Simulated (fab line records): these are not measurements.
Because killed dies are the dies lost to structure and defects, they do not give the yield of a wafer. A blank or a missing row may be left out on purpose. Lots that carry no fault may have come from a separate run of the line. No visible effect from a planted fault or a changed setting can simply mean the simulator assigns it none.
One fault through the eyes of 2 desks    flow berkeley_cmos170    what lay behind the numbers comes last; until then each desk has only its own

## DESK OF THE TOOL OWNER: implanter-03
The tool's own readings at UCB170_PVT_IMPLANT_07, given as means over the sampled wafers that have a number, one for each lot that went through this tool. A lot is out of limits, marked OUT, if its mean lies more than 4 standard deviations from the usual mean; the brackets give that distance.
Columns: A = beam_energy_keV at UCB170_PVT_IMPLANT_07, usual 30.000
lot   first seen here  A
L698  day 5 04:16      29.999
L699  day 5 21:32      29.996
L705  day 6 20:51      29.995
L708  day 7 10:23      30.006
L710  day 8 01:06      30.013
L715  day 9 01:43      20.999 (-99 or more) OUT
L717  day 9 10:48      20.994 (-99 or more) OUT
Finding of this desk: L715, L717 out of limits; the first was L715 at day 9 01:43, on beam_energy_keV at UCB170_PVT_IMPLANT_07. L698, L699, L705, L708, L710 stayed within limits.

## AT THE METROLOGY DESK
Lot by lot, what the gauges showed, no matter which tool ran the lot: averages of those sampled wafers that carry a number. A lot is out of limits, marked OUT, if its mean lies more than 4 standard deviations from the usual mean; the brackets give that distance.
Columns: A = ACTIVE_OXIDE_THK at UCB170_ACTIVE_THK_MEAS_03, usual 26.4 nm; B = PVT_OVL at UCB170_PVT_OVL_MEAS_06, usual 0 nm; C = PVT_TW at UCB170_PVT_TW_MEAS_09, usual 504
lot   first seen here  A     B   C
L698  day 3 14:13      26.3  -6  511
L699  day 4 00:15      26.0  -2  496
L700  day 4 00:15      26.0  4   494
L704  day 4 23:40      26.5  -5  510
L705  day 4 23:41      26.5  -7  502
L706  day 5 10:52      26.4  1   509
L708  day 5 23:32      26.3  2   497
L709  day 6 08:08      26.7  5   509
L710  day 6 08:08      27.4  -1  505
L715  day 7 13:47      25.5  -1  454 (-8.7) OUT
L714  day 7 13:49      25.8  4   502
L717  day 7 20:21      26.3  2   463 (-7.3) OUT
L721  day 8 05:18      26.3  -0  501
L720  day 8 05:19      26.5  4   510
This desk finds L715, L717 out of limits, with the earliest case on L715 at day 9 01:58 (PVT_TW at UCB170_PVT_TW_MEAS_09). L698, L699, L700, L704, L705, L706, L708, L709, L710, L714, L721, L720 stayed within limits.

## BROUGHT TOGETHER
The tool owner's desk could have raised an alarm at day 9 01:43, on L715, L717.
An alarm was possible from the metrology desk at day 9 01:58, on L715, L717.
On implanter-03, each named lot ran UCB170_PVT_IMPLANT_07.

## WHAT THE SIMULATOR HAD PUT IN
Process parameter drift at UCB170_PVT_IMPLANT_07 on implanter-03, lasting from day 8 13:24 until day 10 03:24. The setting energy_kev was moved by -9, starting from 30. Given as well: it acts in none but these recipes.
Lots struck among those shown: L715, L717.
Fault start to first reading out of limits, in hours, per desk: tool owner, 12; metrology, 13.
